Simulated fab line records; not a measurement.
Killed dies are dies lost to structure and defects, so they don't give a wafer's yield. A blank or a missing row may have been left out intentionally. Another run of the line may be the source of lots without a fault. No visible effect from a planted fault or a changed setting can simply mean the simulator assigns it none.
Struck lot and sound lot, side by side || flow rit cmos || 15 steps out of a route of 202
Sound: the wafers L438.1, L438.2, L438.5. Wafers struck: L448.1, L448.2, L448.3. The cause comes at the end.
At each step with rows: each side's tool, then ch and its chambers, then its first start. Under that, the readings that differ: sound wafers || struck wafers || difference of the means || sigmas: that difference in standard deviations of wafers without a fault.
alike: same words and numbers on both sides, and readings whose means sit less than 2 such deviations apart. not compared: any withheld reading, any reading some wafer has no value for, any bound like >300 that may hide the same value, and any number with overlapping values for which the record gives no deviation.
Wherever a step has rows on one side only, a row that says differs or no value, or a row with sigmas, the two part there. Numbers that don't overlap but have no deviation are shown without sigmas and don't part them. Lack of a reading on every wafer of one side parts them only where that side has two or more wafers.

first, 5 steps without rows for these wafers: RIT_NWELL_COAT_01 (resist thk 1300 nm); RIT_NWELL_SOFTBAKE_02 (time 60 s); RIT_NWELL_EXPOSE_03 (exposes mask M2, target cd 43900 nm); RIT_NWELL_PEB_04; RIT_NWELL_DEVELOP_05 (develop time 68 s).
RIT_NWELL_OVL_MEAS_06:
  struck on overlay-01, day 5 10:28; sound on overlay-01, day 3 09:26
  alike: NWELL_OVL
then, 2 steps without rows for these wafers: RIT_NWELL_HARDBAKE_07 (time 120 s); RIT_NWELL_IMPLANT_08.
RIT_NWELL_STRIP_09: strips in O2, time 180 s.
  sound on plasma asher-03 ch 0,1, day 3 09:53; struck on plasma asher-02 ch 0,1, day 5 10:55
  alike: drypump motor current A
  not compared: rf hours counter h
RIT_NWELL_TW_MEAS_10:
  struck on film metro-02, day 5 11:05; sound on film metro-03, day 3 10:03
  alike: NWELL_TW
then, 2 steps without rows for these wafers: RIT_PWELL_HMDS_00 (prime time 60 s); RIT_PWELL_COAT_01 (resist thk 1300 nm).
RIT_PWELL_SOFTBAKE_02: time 60 s.
  sound on litho track-03 ch 0, day 3 10:25; struck on litho track-02 ch 0, day 5 11:26
{"reading": "heater power total W (W)", "sound": "34.53 34.49 34.61", "struck": "35.46 35.28 35.45", "difference": "+0.85", "sigmas": "+16"}
{"reading": "plate temp C (C)", "sound": "90.12 89.97 89.98", "struck": "91.67 91.53 91.55", "difference": "+1.56", "sigmas": "+13"}
then, 1 step without rows for these wafers: RIT_PWELL_EXPOSE_03 (exposes mask M3, target cd 43700 nm).
RIT_M1_PROBE_99:
  sound wafers here have rows in the record (prober-01, day 5 02:40); struck ones have none

WHERE THEY PART
Last at RIT_M1_PROBE_99 as far as this record goes, first at RIT_PWELL_SOFTBAKE_02.

WHY: what the simulator had put in
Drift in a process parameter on litho track-02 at RIT_PWELL_SOFTBAKE_02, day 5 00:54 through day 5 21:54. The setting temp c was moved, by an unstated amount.
